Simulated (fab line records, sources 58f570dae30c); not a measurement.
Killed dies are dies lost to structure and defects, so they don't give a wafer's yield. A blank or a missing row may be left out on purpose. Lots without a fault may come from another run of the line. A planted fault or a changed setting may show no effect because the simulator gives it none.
Split-lot experiment | flow berkeley_cmos170 | 5 lots, 23 wafers read, on a route of 331 steps

THE SPLIT
At UCB170_V2_ETCH_14 (etches SiO2 in CHF3/CF4/Ar, stops on Al, target depth 1250 nm, time 291 s), the setting time_s was moved away from the recipe's 291 s on 6 of the 23 wafers read, by +4.3% to +12.6%. The other wafers ran this setting at the recipe's value.

The reading is taken at the split's own step.

THE READING
KrF_of_V2_COAT_07.thk_nm (the simulator's own value, which no gauge read), in nm, at UCB170_V2_ETCH_14 (etches SiO2 in CHF3/CF4/Ar, stops on Al, target depth 1250 nm, time 291 s). The file gives no usual value for it. The 17 wafers here that ran the recipe average 612.7 nm, standard deviation 2.5 nm.

wafer  | tool, chamber at the split | time_s as run, s | against the recipe | KrF_of_V2_COAT_07.thk_nm, nm | against lot-mates on the recipe
L075.1 | rie_diel-03, 0             | 291              | recipe             | 614.3                        | -
L075.2 | rie_diel-03, 1             | 291              | recipe             | 613                          | -
L075.3 | rie_diel-03, 2             | 291              | recipe             | 610.9                        | -
L075.4 | rie_diel-03, 2             | 291              | recipe             | 609.7                        | -
L075.5 | rie_diel-03, 1             | 291              | recipe             | 613.5                        | -
L077.2 | rie_diel-02, 3             | 291              | recipe             | 609.1                        | -
L077.3 | rie_diel-02, 2             | 291              | recipe             | 608.3                        | -
L077.4 | rie_diel-02, 1             | 291              | recipe             | 616.8                        | -
L077.5 | rie_diel-02, 1             | 291              | recipe             | 611.2                        | -
L077.6 | rie_diel-02, 0             | 291              | recipe             | 611.7                        | -
L081.1 | rie_diel-03, 2             | 291              | recipe             | 610.1                        | -
L081.2 | rie_diel-03, 1             | 291              | recipe             | 613.6                        | -
L081.3 | rie_diel-03, 3             | 291              | recipe             | 615.5                        | -
L083.1 | rie_diel-02, 1             | 303.4            | +4.3%              | 600.7                        | -13.0
L083.2 | rie_diel-02, 2             | 303.4            | +4.3%              | 600.3                        | -13.5
L083.3 | rie_diel-02, 0             | 303.4            | +4.3%              | 601.3                        | -12.5
L083.5 | rie_diel-02, 1             | 291              | recipe             | 614.6                        | -
L083.6 | rie_diel-02, 0             | 291              | recipe             | 612.9                        | -
L085.1 | rie_diel-02, 1             | 327.8            | +12.6%             | 581.4                        | -34.2
L085.2 | rie_diel-02, 0             | 291              | recipe             | 616.7                        | -
L085.3 | rie_diel-02, 2             | 291              | recipe             | 614.5                        | -
L085.4 | rie_diel-02, 3             | 327.8            | +12.6%             | 577.5                        | -38.1
L085.5 | rie_diel-02, 1             | 327.8            | +12.6%             | 583.1                        | -32.5

THE FIT
A straight line over all 23 wafers: KrF_of_V2_COAT_07.thk_nm changes by -2.55 nm for each +1% of time_s; r = -0.98; the points scatter about the line by 2.5 nm.
The same after taking each lot's own level away (the mean of its wafers on the recipe; 23 wafers): -2.78 nm for each +1%; r = -0.99; scatter 2.2 nm.
On that fit, the largest move of time_s shifts the reading by 35 nm.
The lots' own levels span 611.42 to 615.60 nm, that is 1.7 times the standard deviation above.
So the lot-to-lot level changes the slope little: the two slopes agree.
Check: with one of the wafers moved furthest among these (+12.6%) left out of the fit, the line predicts -35.7 nm for it against its lot-mates. It came out at -34.2 nm against them.

OTHER SPLITS ON THESE WAFERS
These wafers also went through other splits before the reading. Each is held against what the fit with the lots' levels taken away leaves over:
other split on the same wafers         | wafers away from the commonest value | r with KrF_of_V2_COAT_07.thk_nm (lot level and that fit taken away)
UCB170_V1_EXPOSE_09 dose_mj            | 9                                    | -0.25
UCB170_M2_SPUTTER_01 time_s            | 9                                    | +0.10
UCB170_M2_METAL_ETCH_18 over_etch_frac | 5                                    | +0.08
UCB170_V2_CMP_02 leave_above_ref_nm    | 10                                   | -0.04

THE WHOLE CHAIN: every reading that the file lists as answering this split, in the file's order
step               | what it does                                                              | reading                                                                   | change (the file's fit)              | r (the file's)
UCB170_V2_ETCH_14  | etches SiO2 in CHF3/CF4/Ar, stops on Al, target depth 1250 nm, time 291 s | KrF_of_V2_COAT_07.thk_nm (the simulator's own value, which no gauge read) | -2.79 nm for each +1% of the setting | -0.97
UCB170_V2_STRIP_15 | strips in O2                                                              | strip_time_to_endpoint_s                                                  | withheld for each +1% of the setting | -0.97

THE FILE'S OWN FIT
KrF_of_V2_COAT_07.thk_nm changes by -2.79 nm for each +1% of time_s, r = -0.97.
